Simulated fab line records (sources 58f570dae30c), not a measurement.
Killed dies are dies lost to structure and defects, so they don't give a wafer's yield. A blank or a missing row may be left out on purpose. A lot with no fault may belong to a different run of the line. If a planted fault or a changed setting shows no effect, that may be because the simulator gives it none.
A single fault, viewed from 2 desks :: flow berkeley-cmos170 :: every desk sees just its own numbers, and what lay behind them comes last

## THE TOOL OWNER'S DESK: rie-diel-04
The tool's own readings at UCB170_M2_ETCH_17 (etches BARC in N2/H2): means of the sampled wafers that have a number, for each lot that ran on this tool. Any lot whose mean is over 4 standard deviations away from the usual mean is out of limits and marked OUT; that distance is given in the brackets.
Columns: A = bias-w at UCB170_M2_ETCH_17, usual 100.0 W; B = chamber-pressure-mTorr at UCB170_M2_ETCH_17, usual 29.998 mTorr; C = drypump-motor-current-A at UCB170_M2_ETCH_17, usual 5.4 A; D = oes-product-au at UCB170_M2_ETCH_17, usual 1.006 a.u.; E = throttle-valve-pct at UCB170_M2_ETCH_17, usual 13.26 %
lot: L552
first seen here: day 8 00:37
A: 99.8
B: 30.007
C: 5.4
D: 1.028
E: 13.30

lot: L559
first seen here: day 8 19:16
A: 100.2
B: 30.003
C: 5.5
D: 1.026
E: 13.29

lot: L563
first seen here: day 9 17:18
A: 100.2
B: 30.002
C: 5.2
D: 1.015
E: 13.37

lot: L564
first seen here: day 9 17:37
A: 100.0
B: 29.980
C: 5.5
D: 1.023
E: 13.29

lot: L565
first seen here: day 10 13:25
A: 100.0
B: 30.027
C: 5.3
D: 1.026
E: 13.29
Result from this desk: across the 5 lots, nothing is out of limits.

## AT THE METROLOGY DESK
Lot by lot, what the gauges showed, no matter which tool ran the lot: averages of those sampled wafers that carry a number. Any lot whose mean is over 4 standard deviations away from the usual mean is out of limits and marked OUT; that distance is given in the brackets.
Columns: A = CONTACT_OVL at UCB170_CONTACT_OVL_MEAS_16, usual 1 nm; B = cd-nm at UCB170_M2_CD_MEAS_90, usual 701 nm; C = V2_OVL at UCB170_V2_OVL_MEAS_13, usual -1 nm
lot: L554
first seen here: day 7 11:13
A: -2
B: 703
C: -3

lot: L552
first seen here: day 7 11:29
A: -2
B: 695
C: 3

lot: L553
first seen here: day 7 11:46
A: 0
B: 702
C: -2

lot: L556
first seen here: day 8 04:38
A: 3
B: 704
C: -4

lot: L559
first seen here: day 8 04:46
A: 1
B: 694
C: 3

lot: L561
first seen here: day 9 03:11
A: -6
B: 703
C: -3

lot: L563
first seen here: day 9 03:26
A: 2
B: 708
C: -7

lot: L562
first seen here: day 9 05:05
A: 6
B: 696
C: -2

lot: L564
first seen here: day 9 05:36
A: 4
B: 704
C: 4

lot: L566
first seen here: day 9 22:23
A: 5
B: 699
C: -1

lot: L565
first seen here: day 9 22:39
A: -13
B: 698
C: -3

lot: L567
first seen here: day 10 10:43
A: 0
B: 704
C: 7

lot: L573
first seen here: day 11 10:38
A: 7
B: -
C: -

lot: L574
first seen here: day 11 14:09
A: 3
B: -
C: -
Result from this desk: across the 14 lots, nothing is out of limits.

## BROUGHT TOGETHER
The desk of the tool owner found nothing out of limits.
The metrology desk saw nothing out of limits.

## WHAT THE SIMULATOR HAD INSERTED
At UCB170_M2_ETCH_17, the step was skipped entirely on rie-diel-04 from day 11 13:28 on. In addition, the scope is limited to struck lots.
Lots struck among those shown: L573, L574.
